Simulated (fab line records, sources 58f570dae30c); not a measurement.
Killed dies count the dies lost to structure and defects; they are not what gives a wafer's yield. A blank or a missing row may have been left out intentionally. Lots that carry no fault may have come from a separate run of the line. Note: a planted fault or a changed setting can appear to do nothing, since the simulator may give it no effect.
2 desks looking at one fault	flow berkeley-cmos170	what lay behind the numbers comes last; until then each desk has only its own

DESK OF THE TOOL OWNER: pvd-sputter-02
The tool's own readings at UCB170_M1_SPUTTER_00 (material Al, target thk 600 nm, time 80 s): means of the sampled wafers that have a number, for each lot that ran on this tool. If a lot's mean is further than 4 standard deviations from the usual mean, the lot is out of limits and carries the mark OUT (the distance appears in the brackets).
Columns: A = throttle-valve-pct at UCB170_M1_SPUTTER_00, usual 30.2 %
lot	first seen here	A
L756	day 7 13:40	30.9
L757	day 7 18:04	30.1
L759	day 7 22:58	30.5
L758	day 7 23:26	30.6
L760	day 8 00:49	30.5
L754	day 8 07:32	30.3
L762	day 8 15:50	30.4
This desk's finding: nothing out of limits on any of the 7 lots.

METROLOGY DESK
Lot by lot, what the gauges showed, no matter which tool ran the lot: averages of those sampled wafers that carry a number. If a lot's mean is further than 4 standard deviations from the usual mean, the lot is out of limits and carries the mark OUT (the distance appears in the brackets).
Columns: A = NWELL_OXIDE_THK at UCB170_NWELL_THK_MEAS_02, usual 26.5 nm; B = NVT_OVL at UCB170_NVT_OVL_MEAS_06, usual -1 nm; C = PSD_OVL at UCB170_PSD_OVL_MEAS_07, usual 0 nm; D = M1_AL_RS at UCB170_M1_RS_MEAS_01, usual 0.0488 ohm/sq; E = M1_AL_THK at UCB170_M1_THK_MEAS_02, usual 605 nm
lot	first seen here	A	B	C	D	E
L754	day 2 04:07	27.4	7	0	0.0500	591
L753	day 2 04:08	27.1	-5	1	0.0492	599
L756	day 2 15:28	26.3	5	-4	0.0486	604
L757	day 2 19:31	26.4	-0	-1	0.0491	601
L758	day 3 06:06	26.3	-10	2	0.0486	607
L759	day 3 12:38	26.2	-5	0	0.0489	603
L760	day 3 16:49	26.4	-7	0	0.0488	606
L762	day 3 21:05	26.7	-1	-4	0.0552 (+11) OUT	548 (-7.6) OUT
L764	day 4 11:38	26.4	7	1	0.0480	614
L770	day 5 13:29	26.2	-4	1	0.0489	603
L772	day 5 23:13	26.3	6	3	0.0486	607
L774	day 6 09:59	25.8	2	-1	0.0479	616
L776	day 6 16:41	26.9	2	6	0.0491	602
This desk reports L762 out of limits; the earliest was L762 at day 8 15:55 (M1_AL_RS at UCB170_M1_RS_MEAS_01). In limits: L754, L753, L756, L757, L758, L759, L760, L764, L770, L772, L774, L776.

BROUGHT TOGETHER
At day 8 15:55 the metrology desk could have sounded an alarm, on L762.
The desk of the tool owner found nothing out of limits.
On record at the tool owner's desk: L762, within its limits.
UCB170_M1_SPUTTER_00 was run on pvd-sputter-02 by each of the lots named.

WHAT WAS PUT IN BY THE SIMULATOR
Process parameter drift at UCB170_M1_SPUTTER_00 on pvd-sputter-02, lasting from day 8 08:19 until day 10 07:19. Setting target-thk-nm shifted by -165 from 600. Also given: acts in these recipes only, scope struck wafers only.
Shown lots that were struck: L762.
Time in hours between the start of the fault and the first out-of-limits reading at each desk: metrology desk, 8.
